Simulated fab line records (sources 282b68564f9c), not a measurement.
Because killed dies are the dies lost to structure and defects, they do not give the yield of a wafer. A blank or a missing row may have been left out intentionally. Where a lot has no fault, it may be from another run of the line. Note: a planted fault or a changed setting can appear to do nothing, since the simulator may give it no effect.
Struck lot and sound lot, side by side + flow rit-cmos + 17 steps out of a route of 202
Sound: these wafers, L149.1, L149.2, L149.5. Struck: wafer L164.3. (L164.1, L164.5 of the same lot were not struck and are left out.) The cause comes at the end.
For every step that has rows: the tool of each side, followed by ch and its chambers, followed by its first start. Under that, the readings that differ: sound wafers + struck wafers + difference of the means + sigmas: that difference in standard deviations of wafers without a fault.
alike: words and numbers the same on both sides, and readings whose means are apart by under 2 such deviations; not compared: readings that were withheld, readings missing a value for some wafer, numbers with overlapping values and no deviation given by the record, and bounds like >300 which may hide the same value.
The two part at a step that has a row with sigmas, a row that says differs or no value, or rows on one side only. Numbers that don't overlap but have no deviation are shown without sigmas and don't part them. Lack of a reading on every wafer of one side parts them only where that side has two or more wafers.

first, 1 step without rows for these wafers: RIT_PSD_IMPLANT_08.
RIT_PSD_STRIP_09: strips in O2, time 180 s.
  sound on plasma-asher-02 ch 0,1, day 3 00:10; struck on plasma-asher-01 ch 1, day 6 04:08
  alike: drypump-motor-current-A
  not compared: rf-hours-counter-h
RIT_PSD_TW_MEAS_10:
  sound on film-metro-01, day 3 00:20; struck on film-metro-02, day 6 04:19
| reading | sound          | struck | difference | sigmas |
|---------|----------------|--------|------------|--------|
| PSD_TW  | 3406 3418 3404 | 3466   | +57        | +3     |
then, 3 steps without rows for these wafers: RIT_SDANNEAL_CLEAN_00 (cleans in SC1, time 600 s); RIT_SDANNEAL_CLEAN_01 (cleans in dHF, time 30 s); RIT_SDANNEAL_CLEAN_02 (cleans in SC2, time 600 s).
RIT_SDANNEAL_RTA_03: time 5 s.
  sound on rtp-anneal-02 ch 0, day 3 00:46; struck on rtp-anneal-01 ch 0, day 6 04:49
  alike: ramp-up-c-per-s, wafer_temp_C_max
RIT_SDANNEAL_RS_MEAS_04: uses a four-point probe to measure.
  sound on film-metro-04, day 3 00:50; struck on film-metro-01, day 6 04:52
  alike: PSD_RS
RIT_SDANNEAL_RS_MEAS_05: uses a four-point probe to measure.
  sound on film-metro-04, day 3 00:57; struck on film-metro-01, day 6 04:59
| reading         | sound             | struck | difference | sigmas |
|-----------------|-------------------|--------|------------|--------|
| NSD_RS (ohm/sq) | 84.58 84.70 84.54 | 84.00  | -0.61      | -2     |
RIT_SDANNEAL_RS_MEAS_06: uses a four-point probe to measure.
  sound on film-metro-04, day 3 01:04; struck on film-metro-01, day 6 05:06
  alike: PLDD_RS
RIT_SDANNEAL_RS_MEAS_07: uses a four-point probe to measure.
  sound on film-metro-04, day 3 01:11; struck on film-metro-01, day 6 05:13
  alike: NLDD_RS
then, 1 step without rows for these wafers: RIT_SILICIDE_WET_ETCH_00 (etches SiO2 in BOE, target depth 14 nm, time 15 s).
RIT_SILICIDE_SPUTTER_01: material Ti, target thk 30 nm, time 240 s.
  sound on pvd-sputter-02, day 3 01:19; struck on pvd-sputter-03, day 6 05:22
| reading                                     | sound             | struck | difference | sigmas |
|---------------------------------------------|-------------------|--------|------------|--------|
| model.Ti_of_SILICIDE_SPUTTER_01.thk-nm (nm) | 30.65 30.54 30.69 | 32.62  | +1.99      |        |
  alike: throttle-valve-pct
RIT_SILICIDE_RS_MEAS_02: uses a four-point probe to measure.
  sound on film-metro-01, day 3 01:28; struck on film-metro-03, day 6 05:31
| reading                 | sound          | struck | difference | sigmas |
|-------------------------|----------------|--------|------------|--------|
| SILICIDE_TI_RS (ohm/sq) | 46.6 46.8 46.6 | 43.1   | -3.6       | -5     |
RIT_SILICIDE_THK_MEAS_03: measures by xrf.
  sound on film-metro-01, day 3 01:35; struck on film-metro-03, day 6 05:38
| reading              | sound          | struck | difference | sigmas |
|----------------------|----------------|--------|------------|--------|
| SILICIDE_TI_THK (nm) | 31.0 31.1 31.1 | 33.2   | +2.1       | +6     |
RIT_SILICIDE_RTA_04: time 10 s, ramp up 5 s, ramp down 5 s.
  sound on rtp-anneal-01 ch 0, day 3 01:39; struck on rtp-anneal-02 ch 0, day 6 05:41
  alike: wafer_temp_C_max
RIT_M1_PROBE_99:
  sound on prober-02, day 3 08:13; struck on prober-01, day 6 12:28
| reading                              | sound             | struck | difference | sigmas |
|--------------------------------------|-------------------|--------|------------|--------|
| killed-short                         | 6 8 9             | 2      | -6         | -2     |
| model.etest.npoly-line.line-ohm-um   | 172.8 172.5 171.6 | 161.6  | -10.7      |        |
| model.etest.ppoly-line.line-ohm-um   | 164.8 166.2 165   | 152.1  | -13.2      |        |
| model.etest.contact-nplus.end-ohm-um | 41.95 43.51 43.42 | 46.63  | +3.67      |        |
| model.etest.contact-pplus.end-ohm-um | 44.54 44.91 45.23 | 47.58  | +2.69      |        |
| model.etest.npoly-line.rs-ohm-sq     | 16.78 16.79 16.71 | 15.97  | -0.79      |        |
| model.etest.ppoly-line.rs-ohm-sq     | 16.23 16.34 16.26 | 15.53  | -0.75      |        |
| model.etest.npoly-sal.rs-ohm-sq      | 4.253 4.259 4.194 | 4.047  | -0.188     |        |
| model.etest.ppoly-sal.rs-ohm-sq      | 4.237 4.233 4.21  | 3.985  | -0.242     |        |
  alike: killed_at_M0_to_M3, killed-at-contacts, killed-at-front-end, killed-dies, killed-open

WHERE THEY PART
First at RIT_PSD_TW_MEAS_10; last, within this record, at RIT_M1_PROBE_99.

WHY: whatever the simulator had introduced
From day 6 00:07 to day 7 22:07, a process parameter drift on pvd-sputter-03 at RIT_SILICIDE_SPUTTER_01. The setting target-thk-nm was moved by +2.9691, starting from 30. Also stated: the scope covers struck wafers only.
